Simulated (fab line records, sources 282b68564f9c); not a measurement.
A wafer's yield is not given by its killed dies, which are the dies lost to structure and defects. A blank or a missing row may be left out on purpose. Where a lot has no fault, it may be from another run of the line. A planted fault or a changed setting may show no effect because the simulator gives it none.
fab line records	flow ritCmos
[record] lots = 7	wafers = 21	lastDay = 7
route steps=202 shown ACTIVE@1 FOX1@20 FOX2@23 M1@202
lots with no fault: from the same line, run without faults
startH: the number of hours between the record's first day and the start of the first shown wafer of the lot	waitH: hours from the lot's prior step to this one	" unchanged from the row above	L1.1+2: a row that stands for several wafers	- no value present, or no start provided	* or withheld: withheld	< > ~ a bound
route shown NAME@n: names a module that has steps shown in the file, with the first one's number in the route	usual: mean/standard deviation of fault-free wafers	same: alike in all rows	chamber/n: place in a boat	sites: the reading at each site	_std_site: standard deviation across them	_edge_site: inner sites' mean taken away from outer sites' mean	radiusMm: how far each site lies from the wafer's centre	mask NAME#n: copy n	behind: the last tool/chamber to shape the wafer	hold: why the lot was held/for how many hours/how that ended	device: which transistor (n, p or np) failed to switch	end of line: at the end of the route, the tests of the same wafers	step lacking rows: just its recipe	killed: not the wafer's yield, but the dies lost to structure and defects at the first sort	map: dies across one wafer; x = killed, . = not, _ = none there
set.NAME: setting as actually run; set.NAME@STEP: the setting as run at that earlier step	model.NAME: the simulator's own value behind a step, which no gauge read
lots seen at some steps along the route; tables by step, rows by wafer
services: from which hour (startH, from the record's first day; less than 0 if before it) a tool's chamber was out of use, for how many hours, and why
[[steps]]
[step RIT_ACTIVE_BOW_MEAS_00]
[recipe] mode = bow
[usual] INCOMING_BOW = 1/5.7
lot.wafer	tool	chamber	startH	waitH	INCOMING_BOW[um]
L464.1	filmMetro-02	-	20.00	-	8
L464.2	"	-	"	"	-2
L464.6	"	-	"	"	-7
L469.1	filmMetro-02	-	45.00	-	7
L469.2	"	-	"	"	12
L469.4	"	-	"	"	-1
L470.4	filmMetro-01	-	50.06	-	7
L470.5	"	-	"	"	-4
L470.6	"	-	"	"	15
L471.1	filmMetro-02	-	55.00	-	6
L471.2	"	-	"	"	4
L471.3	"	-	"	"	10
L472.1	filmMetro-02	-	60.00	-	8
L472.5	"	-	"	"	-1
L472.6	"	-	"	"	6
L477.2	filmMetro-04	-	85.02	-	-1
L477.3	"	-	"	"	-8
L477.6	"	-	"	"	5
L482.2	filmMetro-01	-	110.02	-	3
L482.3	"	-	"	"	9
L482.4	"	-	"	"	-5
[step RIT_ACTIVE_OXIDATION_01]
[recipe] tempC = 1000	ambient = O2	targetThkA = 468	oxTimeS = 3360
[usual] spikeTcCentreC = 1001.8/0.98	spikeTcLoadC = 1029.9/1.3	spikeTcSourceC = 1022.9/1.4	tubeCenterTempC = 999.99/0.091	tube_center_temp_C_max = 1002.5/0.44	zonePowerLoadPct = 31.9/2.8	zonePowerSourcePct = 34.1/0.5
lot.wafer	tool	chamber	startH	waitH	spikeTcCentreC	spikeTcLoadC	spikeTcSourceC	tubeCenterTempC	tube_center_temp_C_max	zonePowerLoadPct	zonePowerSourcePct	model.SiO2_of_ACTIVE_OXIDATION_01.thkNm
L464.1	furnace-04	0	20.51	0.5	1001.6	1027.3	1025.4	1000.2	1003.5	29.9	34.6	45.99
L464.2	"	0	"	"	1001.4	1028.8	1024.9	1000	1003.6	29.7	34.5	46.22
L464.6	"	0	"	"	1002.7	1029.2	1023.4	1000	1003.1	29.9	34.7	46.05
L469.1	furnace-04	0	45.73	0.7	1004.5	1028.7	1023.6	1000	1002.4	30.0	34.3	47.12
L469.2	"	0	"	"	1001.8	1029.0	1024.0	999.99	1002.8	29.8	34.0	47.44
L469.4	"	0	"	"	1001.9	1028.3	1025.8	1000.1	1002.6	30.0	34.5	47.32
L470.4	furnace-04	0	51.53	1.4	1016.1	1043.8	1038.4	1014.9	1017.8	31.5	35.4	54.61
L470.5	"	0	"	"	1017.1	1043.9	1038.7	1015.1	1018.1	31.2	36.0	54.51
L470.6	"	0	"	"	1017.5	1044.8	1039.6	1015	1017.4	31.1	35.9	55.04
L471.1	furnace-04	0	57.32	2.3	1017.1	1042.9	1036.9	1014.8	1017.0	31.3	35.2	54.37
L471.2	"	0	"	"	1016.5	1045.8	1038.6	1015	1018.3	31.5	36.3	54.71
L471.3	"	0	"	"	1017.8	1045.5	1038.4	1014.9	1016.8	31.1	35.8	54.33
L472.1	furnace-04	0	60.58	0.6	1016.8	1043.7	1038.5	1014.9	1017.2	31.5	35.3	55.24
L472.5	"	0	"	"	1017.5	1043.5	1040.0	1015.1	1017.8	31.0	35.6	55.79
L472.6	"	0	"	"	1015.6	1045.5	1037.5	1015	1017.0	31.6	36.1	55.91
L477.2	furnace-02	0	85.69	0.7	1001.5	1031.0	1020.4	1000	1004.0	35.9	33.5	44.96
L477.3	"	0	"	"	1002.4	1031.7	1023.4	1000.2	1002.6	35.7	33.4	45.88
L477.6	"	0	"	"	1001.8	1031.9	1022.0	1000	1002.0	36.2	32.8	45.88
L482.2	furnace-02	0	113.14	3.1	1000.1	1030.8	1022.4	1000.1	1003.0	35.8	33.6	48.73
L482.3	"	0	"	"	1000.5	1030.8	1019.8	1000.1	1001.8	36.4	34.0	48.44
L482.4	"	0	"	"	1003.7	1030.5	1022.0	999.79	1002.5	35.0	34.6	48.41
[step RIT_ACTIVE_THK_MEAS_02]
[recipe] reads = SiO2_of_ACTIVE_OXIDATION_01
[usual] ACTIVE_OXIDE_THK = 47.0/0.94
lot.wafer	tool	chamber	startH	waitH	ACTIVE_OXIDE_THK[nm]
L464.1	filmMetro-01	-	22.44	0.0	46.0
L464.2	"	-	"	"	46.2
L464.6	"	-	"	"	46.0
L469.1	filmMetro-01	-	47.66	0.0	47.1
L469.2	"	-	"	"	47.5
L469.4	"	-	"	"	47.3
L470.4	filmMetro-01	-	53.49	0.0	54.7
L470.5	"	-	"	"	54.5
L470.6	"	-	"	"	55.0
L471.1	filmMetro-02	-	59.26	0.0	54.3
L471.2	"	-	"	"	54.7
L471.3	"	-	"	"	54.3
L472.1	filmMetro-02	-	62.52	0.0	55.1
L472.5	"	-	"	"	55.8
L472.6	"	-	"	"	56.0
L477.2	filmMetro-02	-	87.63	0.0	45.0
L477.3	"	-	"	"	45.9
L477.6	"	-	"	"	45.9
L482.2	filmMetro-04	-	115.09	0.0	48.7
L482.3	"	-	"	"	48.4
L482.4	"	-	"	"	48.4
[step RIT_ACTIVE_CVD_03]
[recipe] material = Si3N4	targetThkNm = 150	tempC = 810	precursor = SiH2Cl2/NH3	timeS = 1500	pressureMtorr = 300	sih2cl2FlowSccm = 60	nh3FlowSccm = 150
[step RIT_ACTIVE_THK_MEAS_04]
[recipe] reads = Si3N4_of_ACTIVE_CVD_03
[usual] ACTIVE_NITRIDE_THK = 149.4/1.4
lot.wafer	tool	chamber	startH	waitH	ACTIVE_NITRIDE_THK[nm]
L464.1	filmMetro-04	-	23.92	0.0	150.3
L464.2	"	-	"	"	150.7
L464.6	"	-	"	"	151.1
L469.1	filmMetro-04	-	49.14	0.0	150.7
L469.2	"	-	"	"	150.0
L469.4	"	-	"	"	150.1
L470.4	filmMetro-04	-	55.67	0.0	149.7
L470.5	"	-	"	"	149.6
L470.6	"	-	"	"	149.7
L471.1	filmMetro-01	-	60.73	0.0	148.8
L471.2	"	-	"	"	148.3
L471.3	"	-	"	"	149.2
L472.1	filmMetro-01	-	63.99	0.0	148.8
L472.5	"	-	"	"	150.4
L472.6	"	-	"	"	149.1
L477.2	filmMetro-04	-	89.11	0.0	150.2
L477.3	"	-	"	"	148.9
L477.6	"	-	"	"	149.7
L482.2	filmMetro-02	-	117.27	0.0	146.0
L482.3	"	-	"	"	146.0
L482.4	"	-	"	"	145.8
[step RIT_ACTIVE_HMDS_05]
[recipe] primeTimeS = 60	primeTempC = 140
[step RIT_ACTIVE_COAT_06]
[recipe] resist = NOVOLAK	spinRpm = 3250	resistThkNm = 995
[step RIT_ACTIVE_SOFTBAKE_07]
[recipe] resist = NOVOLAK	tempC = 90	timeS = 60
[step RIT_ACTIVE_EXPOSE_08]
[recipe] maskId = M1	na = 0.6	sourceShape = conventional	sigmaOuter = 0.6	targetCdNm = 1400	doseMj = 225
[step RIT_ACTIVE_PEB_09]
[recipe] resist = NOVOLAK	tempC = withheld	timeS = withheld
[step RIT_ACTIVE_DEVELOP_10]
[recipe] resist = NOVOLAK	developTimeS = 50	devTempC = 23
[step RIT_ACTIVE_CD_MEAS_11]
[recipe] targetCdNm = 1400
[usual] cdNm = 1399.8/2.2
lot.wafer	tool	chamber	startH	waitH	cdNm
L464.1	cdSem-01	-	24.83	-	1396.8
L464.2	"	-	"	"	1398.5
L464.6	"	-	"	"	1397.7
L469.1	cdSem-01	-	50.05	-	1395.7
L469.2	"	-	"	"	1397.4
L469.4	"	-	"	"	1398.9
L470.4	cdSem-02	-	56.74	-	1400.2
L470.5	"	-	"	"	1402.3
L470.6	"	-	"	"	1400.2
L471.1	cdSem-01	-	61.77	-	1403.9
L471.2	"	-	"	"	1403.6
L471.3	"	-	"	"	1402.2
L472.1	cdSem-01	-	64.93	-	1397.5
L472.5	"	-	"	"	1400.6
L472.6	"	-	"	"	1398.9
L477.2	cdSem-01	-	90.40	-	1399.9
L477.3	"	-	"	"	1401.6
L477.6	"	-	"	"	1402.1
L482.2	cdSem-02	-	118.32	-	1395.2
L482.3	"	-	"	"	1395.7
L482.4	"	-	"	"	1393.7
[step RIT_ACTIVE_HARDBAKE_12]
[recipe] resist = NOVOLAK	tempC = 140	timeS = 60
[step RIT_ACTIVE_ETCH_13]
[recipe] stopOn = SiO2	chemistry = SF6	target = Si3N4	timeS = 210	overEtchFrac = 0.4	SF6_flow_sccm = 200	pressureMtorr = 260	rfW = 125	targetDepthA = 2100
[usual] drypumpMotorCurrentA = 5.5/0.38	oesProductAu = 0.818/0.014	throttleValvePct = 7.47/0.11
lot.wafer	tool	chamber	startH	waitH	drypumpMotorCurrentA	oesProductAu	rfHoursCounterH	throttleValvePct
L464.1	rieDiel-03	2	25.10	0.1	6.1	0.831	163	7.28
L464.2	"	1	"	"	5.3	0.812	4	7.40
L464.6	"	0	"	"	5.3	0.802	-	7.59
L469.1	rieDiel-04	0	50.32	0.1	6.2	0.830	13	7.58
L469.2	"	2	"	"	5.8	0.807	7	7.77
L469.4	"	1	"	"	4.9	0.838	118	7.44
L470.4	rieDiel-01	0	56.95	0.1	5.1	0.831	3	7.38
L470.5	"	1	"	"	5.5	0.831	-	7.49
L470.6	"	2	"	"	5.9	0.817	-	7.44
L471.1	rieDiel-04	2	62.04	0.1	5.8	0.816	7	7.78
L471.2	"	1	"	"	4.9	0.829	118	7.44
L471.3	"	3	"	"	5.9	0.830	48	7.48
L472.1	rieDiel-04	2	65.20	0.1	5.8	0.804	7	7.77
L472.5	"	1	"	"	4.9	0.833	-	7.45
L472.6	"	2	"	"	5.8	0.804	-	7.75
L477.2	rieDiel-04	2	90.65	0.1	5.8	0.794	8	7.77
L477.3	"	3	"	"	5.8	0.830	49	7.49
L477.6	"	2	"	"	5.8	0.808	-	7.77
L482.2	rieDiel-01	2	118.57	0.1	5.9	0.805	59	7.46
L482.3	"	3	"	"	5.4	0.790	79	7.45
L482.4	"	3	"	"	5.4	0.795	-	7.46
[step RIT_ACTIVE_STRIP_14]
[recipe] chemistry = O2	timeS = 180	resist = NOVOLAK	platenTempC = withheld	powerW = 500	pressureMtorr = 4000	o2FlowSccm = 4000
[usual] drypumpMotorCurrentA = 5.9/0.41
lot.wafer	tool	chamber	startH	waitH	drypumpMotorCurrentA	rfHoursCounterH
L464.1	plasmaAsher-01	0	25.23	0.1	5.4	38
L464.2	"	1	"	"	6.5	38
L464.6	"	1	"	"	6.5	-
L469.1	plasmaAsher-01	1	50.45	0.1	6.5	41
L469.2	"	0	"	"	5.5	41
L469.4	"	1	"	"	6.5	-
L470.4	plasmaAsher-02	1	57.14	0.1	5.4	-
L470.5	"	0	"	"	6.0	-
L470.6	"	1	"	"	5.5	-
L471.1	plasmaAsher-02	1	62.17	0.1	5.4	42
L471.2	"	0	"	"	6.0	42
L471.3	"	0	"	"	6.0	-
L472.1	plasmaAsher-01	1	65.34	0.1	6.5	42
L472.5	"	1	"	"	6.5	-
L472.6	"	0	"	"	5.4	-
L477.2	plasmaAsher-03	1	90.78	0.1	5.7	46
L477.3	"	0	"	"	5.8	-
L477.6	"	1	"	"	5.7	-
L482.2	plasmaAsher-03	1	118.70	0.1	5.6	49
L482.3	"	0	"	"	5.8	-
L482.4	"	1	"	"	5.6	-
[step RIT_ACTIVE_CD_MEAS_90]
[recipe] targetCdNm = 1400
[usual] cdNm = 1399.8/2.2
lot.wafer	tool	chamber	startH	waitH	cdNm
L464.1	cdSem-01	-	25.40	0.1	1397.2
L464.2	"	-	"	"	1398.1
L464.6	"	-	"	"	1397.3
L469.1	cdSem-01	-	50.63	0.1	1396.1
L469.2	"	-	"	"	1397.3
L469.4	"	-	"	"	1399.1
L470.4	cdSem-01	-	57.32	0.1	1400.3
L470.5	"	-	"	"	1402.5
L470.6	"	-	"	"	1400.2
L471.1	cdSem-01	-	62.35	0.1	1403.9
L471.2	"	-	"	"	1403.3
L471.3	"	-	"	"	1402.0
L472.1	cdSem-01	-	65.51	0.1	1397.0
L472.5	"	-	"	"	1400.8
L472.6	"	-	"	"	1398.8
L477.2	cdSem-01	-	90.98	0.1	1399.7
L477.3	"	-	"	"	1401.7
L477.6	"	-	"	"	1401.6
L482.2	cdSem-01	-	118.90	0.1	1395.3
L482.3	"	-	"	"	1395.4
L482.4	"	-	"	"	1393.4
[step RIT_ACTIVE_CLEAN_15]
[recipe] chemistry = SC1	mix = 3:3:50	timeS = 589	tempC = 75
[step RIT_ACTIVE_CLEAN_16]
[recipe] chemistry = dHF	dilution = 50:1	timeS = 30
[step RIT_ACTIVE_CLEAN_17]
[recipe] chemistry = SC2	mix = 3:3:50	timeS = 600	tempC = 75	dry = n2Spin
[step RIT_FOX1_OXIDATION_00]
[recipe] tempC = 1100	ambient = H2O	targetThkA = 3507	pH2oTorr = 720	oxTimeS = 1130
[step RIT_FOX1_THK_MEAS_01]
[recipe] reads = SiO2_of_FOX1_OXIDATION_00
[usual] FOX1_OXIDE_THK = 353/5.9
lot.wafer	tool	chamber	startH	waitH	FOX1_OXIDE_THK[nm]
L464.1	filmMetro-02	-	27.62	0.0	359
L464.2	"	-	"	"	363
L464.6	"	-	"	"	362
L469.1	filmMetro-02	-	54.77	0.0	348
L469.2	"	-	"	"	341
L469.4	"	-	"	"	347
L470.4	filmMetro-01	-	60.13	0.0	358
L470.5	"	-	"	"	353
L470.6	"	-	"	"	351
L471.1	filmMetro-03	-	66.63	0.0	363
L471.2	"	-	"	"	359
L471.3	"	-	"	"	357
L472.1	filmMetro-02	-	67.98	0.0	353
L472.5	"	-	"	"	355
L472.6	"	-	"	"	352
L477.2	filmMetro-03	-	93.84	0.0	352
L477.3	"	-	"	"	353
L477.6	"	-	"	"	353
L482.2	filmMetro-03	-	120.82	0.0	353
L482.3	"	-	"	"	353
L482.4	"	-	"	"	355
[step RIT_FOX1_WET_ETCH_02]
[recipe] chemistry = BOE	targetDepthNm = 350	timeS = 390	tempC = 21.5	dry = n2Spin	dilution = 10:1	target = SiO2
[step RIT_FOX2_OXIDATION_00]
[recipe] tempC = 1100	ambient = H2O	targetThkA = 3507	pH2oTorr = 720	oxTimeS = 1130
[step RIT_FOX2_THK_MEAS_01]
[recipe] reads = SiO2_of_FOX2_OXIDATION_00
[usual] FOX2_OXIDE_THK = 353/6.2
lot.wafer	tool	chamber	startH	waitH	FOX2_OXIDE_THK[nm]
L464.1	filmMetro-03	-	29.11	0.0	356
L464.2	"	-	"	"	357
L464.6	"	-	"	"	358
L469.1	filmMetro-03	-	57.41	0.0	345
L469.2	"	-	"	"	346
L469.4	"	-	"	"	351
L470.4	filmMetro-02	-	61.62	0.0	363
L470.5	"	-	"	"	364
L470.6	"	-	"	"	364
L471.1	filmMetro-03	-	70.49	0.0	358
L471.2	"	-	"	"	354
L471.3	"	-	"	"	358
L472.1	filmMetro-02	-	70.49	0.0	350
L472.5	"	-	"	"	356
L472.6	"	-	"	"	351
L477.2	filmMetro-03	-	95.33	0.0	338
L477.3	"	-	"	"	343
L477.6	"	-	"	"	341
L482.2	filmMetro-03	-	124.07	0.0	357
L482.3	"	-	"	"	356
L482.4	"	-	"	"	359
[step RIT_FOX2_CLEAN_02]
[recipe] chemistry = dHF	dilution = 50:1	timeS = 180
[step RIT_FOX2_WET_ETCH_03]
[recipe] chemistry = H3PO4	target = Si3N4	targetDepthNm = 195	tempC = 165	timeS = 2700
lot.wafer	tool	chamber	startH	waitH	model.SiO2_of_ACTIVE_OXIDATION_01.thkNm
L464.1	wetBench-02	1	29.23	0.0	40.7
L464.2	"	1	"	"	39.53
L464.6	"	1	"	"	40.56
L469.1	wetBench-04	0	57.53	0.0	41.75
L469.2	"	0	"	"	40.54
L469.4	"	0	"	"	41.92
L470.4	wetBench-03	0	61.70	0.0	48.64
L470.5	"	0	"	"	47.87
L470.6	"	0	"	"	47.66
L471.1	wetBench-02	2	70.61	0.0	46.7
L471.2	"	2	"	"	48.48
L471.3	"	2	"	"	48.14
L472.1	wetBench-02	2	70.61	0.0	47.62
L472.5	"	2	"	"	49.65
L472.6	"	2	"	"	48.26
L477.2	wetBench-04	1	95.44	0.0	38.45
L477.3	"	1	"	"	40.73
L477.6	"	1	"	"	39.29
L482.2	wetBench-03	2	124.17	0.0	42.13
L482.3	"	2	"	"	43.15
L482.4	"	2	"	"	43.13
[step RIT_FOX2_THK_MEAS_90]
[recipe] reads = SiO2_of_FOX2_OXIDATION_00
[usual] FIELD_OXIDE_LEFT_1_THK = 326/6.3
lot.wafer	tool	chamber	startH	waitH	FIELD_OXIDE_LEFT_1_THK[nm]
L464.1	filmMetro-03	-	29.99	0.0	328
L464.2	"	-	"	"	329
L464.6	"	-	"	"	330
L469.1	filmMetro-02	-	58.29	0.0	317
L469.2	"	-	"	"	318
L469.4	"	-	"	"	324
L470.4	filmMetro-04	-	62.49	0.0	335
L470.5	"	-	"	"	337
L470.6	"	-	"	"	337
L471.1	filmMetro-03	-	71.44	0.0	331
L471.2	"	-	"	"	326
L471.3	"	-	"	"	330
L472.1	filmMetro-02	-	71.44	0.0	323
L472.5	"	-	"	"	328
L472.6	"	-	"	"	324
L477.2	filmMetro-03	-	96.21	0.0	311
L477.3	"	-	"	"	316
L477.6	"	-	"	"	313
L482.2	filmMetro-03	-	124.94	0.0	330
L482.3	"	-	"	"	329
L482.4	"	-	"	"	332
[step RIT_M1_PROBE_99]
[usual] killed_at_M0_to_M3 = 0.0/0.2	killedAtContacts = 0.0/0.2	killedAtFrontEnd = 6.8/2.9	killedDies = 6.8/2.9	killedOpen = 3.3/1.9	killedShort = 3.5/2
[same] grossDies = 264	killed_at_M4_up = 0	killedAtBackSide = 0	killedAtOther = 0
lot.wafer	tool	chamber	startH	waitH	killed_at_M0_to_M3	killedAtContacts	killedAtFrontEnd	killedDies	killedOpen	killedShort	model.etest.nldd.widthNm	model.etest.pldd.widthNm	model.etest.nplusSal.widthNm	model.etest.pplusSal.widthNm	model.etest.nmosNarrow.driveUaUm	model.etest.pmosNarrow.driveUaUm
L464.1	prober-01	-	73.92	0.1	0	0	8	8	6	2	3173	3175	3438	3458	243.2	108.3
L464.2	prober-01	-	73.97	0.1	0	0	6	6	4	2	3168	3150	3424	3451	239.6	104.8
L464.6	prober-01	-	74.17	0.2	0	0	8	8	4	4	3186	3173	3414	3446	234	105.9
L469.1	prober-02	-	103.10	0.1	0	0	3	3	2	1	3187	3187	3460	3440	236.9	109.7
L469.2	prober-02	-	103.15	0.1	0	0	4	4	3	1	3180	3184	3462	3440	237.8	109.7
L469.4	prober-02	-	103.25	0.2	0	0	3	3	0	3	3196	3150	3435	3451	233.1	108.2
L470.4	prober-01	-	103.55	0.5	0	0	4	4	2	2	3089	3080	3387	3367	219.6	100.6
L470.5	prober-01	-	103.60	0.5	1	0	5	6	2	4	3073	3058	3373	3380	219.7	99.83
L470.6	prober-01	-	103.65	0.6	0	1	2	3	1	2	3064	3065	3360	3356	214.4	99.03
L472.1	prober-02	-	116.70	0.1	0	0	9	9	3	6	3098	3078	3399	3412	202.6	93.56
L472.5	prober-02	-	116.90	0.2	0	0	7	7	5	2	3079	3057	3403	3383	201.5	94.77
L472.6	prober-02	-	116.95	0.2	0	0	10	10	4	6	3074	3062	3413	3400	200	95.51
L471.1	prober-02	-	117.00	0.4	0	0	6	6	4	2	3074	3085	3371	3383	220.2	100.7
L471.2	prober-02	-	117.05	0.4	0	0	14	14	6	8	3090	3088	3391	3391	224.9	100.2
L471.3	prober-02	-	117.10	0.5	0	0	8	8	4	4	3093	3096	3377	3413	220.8	101.8
L477.2	prober-02	-	145.57	0.1	0	0	4	4	1	3	3215	3201	3467	3475	242.8	104.9
L477.3	prober-02	-	145.62	0.2	0	0	4	4	1	3	3193	3199	3470	3447	242.4	108.5
L477.6	prober-02	-	145.77	0.2	0	0	10	10	8	2	3193	3173	3448	3466	241.9	106.1
L482.2	prober-01	-	163.53	0.1	0	0	6	6	3	3	3143	3132	3426	3424	218.2	103.7
L482.3	prober-01	-	163.58	0.2	0	0	12	12	5	7	3147	3138	3429	3430	217.6	104.3
L482.4	prober-01	-	163.63	0.2	0	0	9	9	4	5	3121	3125	3419	3410	215.6	103.4
// killed by level:class
L464.1 GATE:geometricParticle:open=2 GATE:geometricParticle:short=2 REOX:geometricParticle:open=2 SPACER:geometricParticle:open=1 SILICIDE:geometricParticle:open=1
L464.2 SPACER:geometricParticle:open=2 GATE:geometricParticle:open=1 GATE:geometricParticle:short=1 SPACER:geometricParticle:short=1 SILICIDE:geometricParticle:open=1
L464.6 GATE:geometricParticle:short=3 GATE:geometricParticle:open=2 FOX1:geometricParticle:open=1 SPACER:geometricParticle:open=1 SPACER:geometricParticle:short=1
L469.1 GATE:geometricParticle:open=1 GATE:geometricParticle:short=1 SPACER:geometricParticle:open=1
L469.2 GATE:geometricParticle:open=2 FOX1:geometricParticle:short=1 SPACER:geometricParticle:open=1
L469.4 GATE:geometricParticle:short=1 REOX:geometricParticle:short=1 SPACER:geometricParticle:short=1
L470.4 FOX1:geometricParticle:short=1 FOX1:geometricParticle:open=1 GATE:geometricParticle:open=1 SPACER:geometricParticle:short=1
L470.5 FOX1:geometricParticle:short=1 GATE:geometricParticle:short=1 REOX:geometricParticle:short=1 REOX:geometricParticle:open=1 SPACER:geometricParticle:open=1 M1:geometricParticle:short=1
L470.6 GATE:geometricParticle:short=1 SPACER:geometricParticle:short=1 CONTACT:geometricParticle:open=1
L472.1 FOX2:geometricParticle:short=2 GATE:geometricParticle:short=2 SILICIDE:geometricParticle:open=2 REOX:geometricParticle:short=1 SPACER:geometricParticle:open=1 SILICIDE:geometricParticle:short=1
L472.5 GATE:geometricParticle:open=2 FOX2:geometricParticle:open=1 GATE:geometricParticle:short=1 REOX:geometricParticle:open=1 REOX:geometricParticle:short=1 SPACER:geometricParticle:open=1
L472.6 GATE:geometricParticle:short=3 FOX2:geometricParticle:short=2 FOX2:geometricParticle:open=1 GATE:geometricParticle:open=1 SPACER:geometricParticle:open=1 SILICIDE:geometricParticle:short=1 SILICIDE:geometricParticle:open=1
L471.1 REOX:geometricParticle:open=2 FOX2:geometricParticle:short=1 GATE:geometricParticle:open=1 GATE:geometricParticle:short=1 SPACER:geometricParticle:open=1
L471.2 GATE:geometricParticle:open=4 GATE:geometricParticle:short=4 REOX:geometricParticle:short=2 SILICIDE:geometricParticle:open=2 FOX1:geometricParticle:short=1 SILICIDE:geometricParticle:short=1
L471.3 GATE:geometricParticle:open=4 FOX1:geometricParticle:short=1 GATE:geometricParticle:short=1 SPACER:geometricParticle:short=1 SILICIDE:geometricParticle:short=1
L477.2 GATE:geometricParticle:short=2 FOX2:geometricParticle:open=1 SPACER:geometricParticle:short=1
L477.3 FOX1:geometricParticle:short=1 GATE:geometricParticle:open=1 GATE:geometricParticle:short=1 SILICIDE:geometricParticle:short=1
L477.6 GATE:geometricParticle:open=5 SPACER:geometricParticle:short=2 SPACER:geometricParticle:open=2 SILICIDE:geometricParticle:open=1
L482.2 GATE:geometricParticle:open=2 GATE:geometricParticle:short=1 REOX:geometricParticle:open=1 REOX:geometricParticle:short=1 SPACER:geometricParticle:short=1
L482.3 GATE:geometricParticle:short=5 GATE:geometricParticle:open=2 FOX2:geometricParticle:open=1 FOX2:geometricParticle:short=1 REOX:geometricParticle:open=1 REOX:geometricParticle:short=1 SILICIDE:geometricParticle:open=1
L482.4 GATE:geometricParticle:short=3 GATE:geometricParticle:open=2 REOX:geometricParticle:short=1 REOX:geometricParticle:open=1 SPACER:geometricParticle:short=1 SPACER:geometricParticle:open=1
[[services]]
tool	chamber	startH	hours	kind
rieDiel-04	0	9.87	2.6	repair
plasmaAsher-01	-	15.29	2.2	repair
rieDiel-04	-	47.35	2.8	pm
furnace-02	-	72.14	3.2	pm
rieDiel-03	-	72.23	0.4	repair
plasmaAsher-02	-	72.88	49.5	pm
rieDiel-03	2	76.22	-	clean
rieDiel-03	2	76.22	24.6	scheduledDown
rieDiel-03	2	76.22	24.6	ventCycle
rieDiel-01	2	84.55	14.7	repair
plasmaAsher-03	-	91.42	15.0	pm
rieDiel-03	3	100.78	-	clean
rieDiel-03	3	100.78	16.7	scheduledDown
rieDiel-03	0	103.13	20.8	repair
plasmaAsher-01	-	106.39	14.1	pm
rieDiel-04	2	109.09	2.8	repair
furnace-04	-	114.10	3.2	pm
rieDiel-01	1	114.64	-	clean
rieDiel-01	1	114.64	22.7	scheduledDown
rieDiel-01	1	114.64	22.7	ventCycle
plasmaAsher-01	-	120.52	9.0	pm
plasmaAsher-01	0	120.52	9.0	ventCycle
plasmaAsher-01	1	120.52	9.0	ventCycle
plasmaAsher-02	-	122.41	2.8	pm
[[key]]
[firstSign] step = RIT_ACTIVE_OXIDATION_01	reading = tubeCenterTempC	direction = up	sigmas = 99+	usual = *	struck = *
[effect] step = RIT_ACTIVE_OXIDATION_01	reading = tube_center_temp_C_max	direction = up	sigmas = 34	usual = *	struck = *
[effect] step = RIT_ACTIVE_THK_MEAS_02	reading = ACTIVE_OXIDE_THK	direction = up	sigmas = 8.4	usual = 47.0	struck = 54.9
[modelEffect] step = RIT_ACTIVE_OXIDATION_01	value = SiO2_of_ACTIVE_OXIDATION_01.thkNm	without = 47.71	struck = 54.94
[modelEffect] step = RIT_FOX2_WET_ETCH_03	value = SiO2_of_ACTIVE_OXIDATION_01.thkNm	without = 41.68	struck = 48.11
[modelEffect] step = RIT_M1_PROBE_99	value = etest.nldd.widthNm	without = 3165	struck = 3082
metAt RIT_ACTIVE_OXIDATION_01
struckWafers L470.4,L470.5,L470.6,L471.1,L471.2,L471.3,L472.1,L472.5,L472.6
testerLeftOut L470,L471,L472
onsetBetween 45.73 51.53
[fault] kind = processParameterDrift	tool = furnace-04	chamber = -	onsetH = 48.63	steps = RIT_ACTIVE_OXIDATION_01	channel = tempC	offset = *	shape = step	endH = 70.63	actsIn = *	stated = *
// testerLeftOut: of these lots the tester's yield and bins aren't shown, on N5 and GAA mostly nor the transistor test; their killed dies are dies lost to structure and defects alone, not to doping, threshold or leakage, so they don't give the yield
